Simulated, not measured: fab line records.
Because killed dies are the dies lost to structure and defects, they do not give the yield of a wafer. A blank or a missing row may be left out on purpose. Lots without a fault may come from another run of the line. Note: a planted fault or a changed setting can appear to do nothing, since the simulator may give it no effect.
Split-lot trial -- flow ritCmos -- 23 wafers read from 5 lots, route of 202 steps

## THE SPLIT
At RIT_ACTIVE_COAT_06 (resist thk 1000 nm), the setting resistThkNm was moved away from the recipe's 1000 nm on 9 of the 23 wafers read, by -4.9% to +5.5%. For the rest of the wafers, this setting stayed at what the recipe calls for.

The reading comes from the split's own step.

## THE READING
NOVOLAK_of_ACTIVE_COAT_06.thkNm (the simulator's own value, which no gauge read), in nm, at RIT_ACTIVE_COAT_06 (resist thk 1000 nm). There is no usual value for it anywhere in the file. Here, 14 wafers ran the recipe; their average is 999.3 nm with a standard deviation of 1.6 nm.

wafer,"tool, chamber at the split","resistThkNm as run, nm",against the recipe,"NOVOLAK_of_ACTIVE_COAT_06.thkNm, nm",against lot-mates on the recipe
L075.1,"lithoTrack-04, 0",1000,recipe,997.4,-
L075.2,"lithoTrack-04, 0",1000,recipe,998.5,-
L075.3,"lithoTrack-04, 0",1055,+5.5%,1057,+57.7
L075.5,"lithoTrack-04, 0",1055,+5.5%,1051,+51.7
L075.6,"lithoTrack-04, 0",1000,recipe,1002,-
L076.1,"lithoTrack-02, 0",957.1,-4.3%,955.3,-44.4
L076.3,"lithoTrack-02, 0",957.1,-4.3%,958.9,-40.8
L076.4,"lithoTrack-02, 0",1000,recipe,1000,-
L076.5,"lithoTrack-02, 0",1000,recipe,1001,-
L076.6,"lithoTrack-02, 0",1000,recipe,998.1,-
L078.1,"lithoTrack-02, 0",951,-4.9%,948,-50.1
L078.2,"lithoTrack-02, 0",951,-4.9%,946.9,-51.2
L078.3,"lithoTrack-02, 0",1000,recipe,997,-
L078.5,"lithoTrack-02, 0",1000,recipe,999.3,-
L078.6,"lithoTrack-02, 0",951,-4.9%,946.7,-51.4
L079.1,"lithoTrack-02, 0",1000,recipe,998.9,-
L079.4,"lithoTrack-02, 0",1000,recipe,997.4,-
L079.5,"lithoTrack-02, 0",1000,recipe,997.8,-
L084.1,"lithoTrack-02, 0",1000,recipe,999.8,-
L084.2,"lithoTrack-02, 0",1026,+2.6%,1026,+25.1
L084.4,"lithoTrack-02, 0",1026,+2.6%,1026,+25.1
L084.3,"lithoTrack-02, 0",1000,recipe,1001,-
L084.6,"lithoTrack-02, 0",1000,recipe,1002,-

THE FIT
A straight line over all 23 wafers: NOVOLAK_of_ACTIVE_COAT_06.thkNm changes by +10.2 nm for each +1% of resistThkNm; r = +1.00; the points scatter about the line by 2 nm.
The same after taking each lot's own level away (the mean of its wafers on the recipe; 23 wafers): +10.1 nm for each +1%; r = +1.00; scatter 1.7 nm.
On that fit, the largest move of resistThkNm shifts the reading by 55 nm.
The span of the lots' own levels, 998.03 to 1000.93 nm, comes to 1.8 times the standard deviation stated above.
The two slopes agree, so the slope changes little with the lot-to-lot level.
Check: +54.4 nm against its lot-mates is what the line predicts for one of the wafers moved furthest among these (+5.5%) when that wafer is left out of the fit. It came out at +57.7 nm against them.

## THESE WAFERS: OTHER SPLITS
These wafers also went through other splits before the reading. Each is held against what the fit with the lots' levels taken away leaves over:
other split on the same wafers,wafers away from the commonest value,r with NOVOLAK_of_ACTIVE_COAT_06.thkNm (lot level and that fit taken away)
RIT_ACTIVE_OXIDATION_01 oxTimeS,18,+0.04

## FILE'S OWN FIT
NOVOLAK_of_ACTIVE_COAT_06.thkNm changes by +10.1 nm for each +1% of resistThkNm, r = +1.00.
